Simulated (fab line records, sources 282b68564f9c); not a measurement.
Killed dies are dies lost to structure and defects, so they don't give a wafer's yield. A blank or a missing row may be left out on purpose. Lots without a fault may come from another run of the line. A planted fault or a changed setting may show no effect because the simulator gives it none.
A struck lot beside a sound one | flow rit_cmos | 15 steps out of a route of 202
Sound: wafers L277.3, L277.4, L277.5. Struck: wafer L268.5. (L268.3, L268.6 of the same lot were not struck and are left out.) The cause comes at the end.
At each step with rows: each side's tool, then ch and its chambers, then its first start. Under that, the readings that differ: sound wafers | struck wafers | difference of the means | sigmas: that difference in standard deviations of wafers without a fault.
alike: readings whose means differ by less than 2 such deviations, and words and numbers that are the same on both sides. not compared: withheld readings, readings that some wafer has no value for, bounds like >300 that may hide the same value, and numbers for which the record gives no deviation and whose values overlap.
The two part at a step that has a row with sigmas, a row that says differs or no value, or rows on one side only. Numbers that don't overlap but have no deviation are shown without sigmas and don't part them. A reading that every wafer of one side lacks parts them only if that side has two wafers or more.

RIT_GATE_THK_MEAS_07:
  sound on film_metro-02, day 6 09:20; struck on film_metro-01, day 4 07:02
  alike: GATE_OXIDE_THK
then, 1 step without rows for these wafers: RIT_GATE_CVD_08 (deposits poly-Si from SiH4, target thk 250 nm, time 2220 s).
RIT_GATE_THK_MEAS_09:
  sound on film_metro-04, day 6 11:00; struck on film_metro-04, day 4 08:43
  alike: GATE_POLY_THK
then, 6 steps without rows for these wafers: RIT_GATE_HMDS_10 (prime time 60 s); RIT_GATE_COAT_11 (resist thk 841 nm); RIT_GATE_SOFTBAKE_12 (time 60 s); RIT_GATE_EXPOSE_13 (exposes mask M6, target cd 150 nm); RIT_GATE_PEB_14; RIT_GATE_DEVELOP_15 (develop time 50 s).
RIT_GATE_CD_MEAS_16: target cd 150 nm.
  sound on cd_sem-01, day 6 11:56; struck on cd_sem-01, day 4 09:38
  reading    | sound             | struck | difference | sigmas
  cd_nm (nm) | 154.8 156.1 154.3 | 146.9  | -8.2       | -3
RIT_GATE_OVL_MEAS_17:
  sound on overlay-01, day 6 12:02; struck on overlay-02, day 4 09:44
  alike: GATE_OVL
then, 1 step without rows for these wafers: RIT_GATE_HARDBAKE_18 (time 60 s).
RIT_GATE_ETCH_19: etches poly-Si in SF6/CHF3/O2, stops on SiO2, time 165 s, target depth 312.5 nm.
  sound on rie_si-02 ch 0,2, day 6 12:12; struck on rie_si-01 ch 0, day 4 09:54
  reading                                   | sound             | struck | difference | sigmas
  drypump_motor_current_A (A)               | 5.8 5.7 5.8       | 4.9    | -0.9       | -2
  model.NOVOLAK_of_GATE_COAT_11.thk_nm (nm) | 655.9 663.7 663.2 | 626.3  | -34.6      |
  alike: oes_product_au, throttle_valve_pct
  not compared: rf_hours_counter_h
RIT_GATE_STRIP_20: strips in O2, time 180 s.
  sound on plasma_asher-04 ch 0,1, day 6 12:22; struck on plasma_asher-01 ch 0, day 4 10:04
  alike: drypump_motor_current_A
  not compared: rf_hours_counter_h
RIT_M1_PROBE_99:
  sound on prober-02, day 7 08:40; struck on prober-01, day 5 10:22
  reading                             | sound             | struck | difference | sigmas
  model.etest.pmos_turned.r_on_ohm_um | 3530 3656 3533    | 3008   | -565       |
  model.etest.pmos_0p3.r_on_ohm_um    | 6534 6548 6518    | 6057   | -476       |
  model.etest.pmos_0p15.r_on_ohm_um   | 2892 2979 2881    | 2446   | -471       |
  model.etest.pmos_0p15.drive_ua_um   | 237.5 231.7 239.6 | 305.8  | +69.5      |
  model.etest.pwell_pinched.rs_ohm_sq | 456.6 461.5 451.3 | 492.3  | +35.8      |
  model.etest.pmos_turned.drive_ua_um | 183.7 179 183.4   | 231.4  | +49.4      |
  model.etest.nwell_pinched.rs_ohm_sq | 339.4 345.9 338.6 | 378.5  | +37.2      |
  model.etest.nmos_turned.drive_ua_um | 325.9 323.7 327.3 | 334.4  | +8.8       |
  alike: killed_at_M0_to_M3, killed_at_contacts, killed_at_front_end, killed_dies, killed_open, killed_short

WHERE THEY PART
First at RIT_GATE_CD_MEAS_16; last, within this record, at RIT_GATE_ETCH_19. Later steps at which nothing parts them and some readings are alike: RIT_GATE_STRIP_20, RIT_M1_PROBE_99.

WHY: what the simulator had put in
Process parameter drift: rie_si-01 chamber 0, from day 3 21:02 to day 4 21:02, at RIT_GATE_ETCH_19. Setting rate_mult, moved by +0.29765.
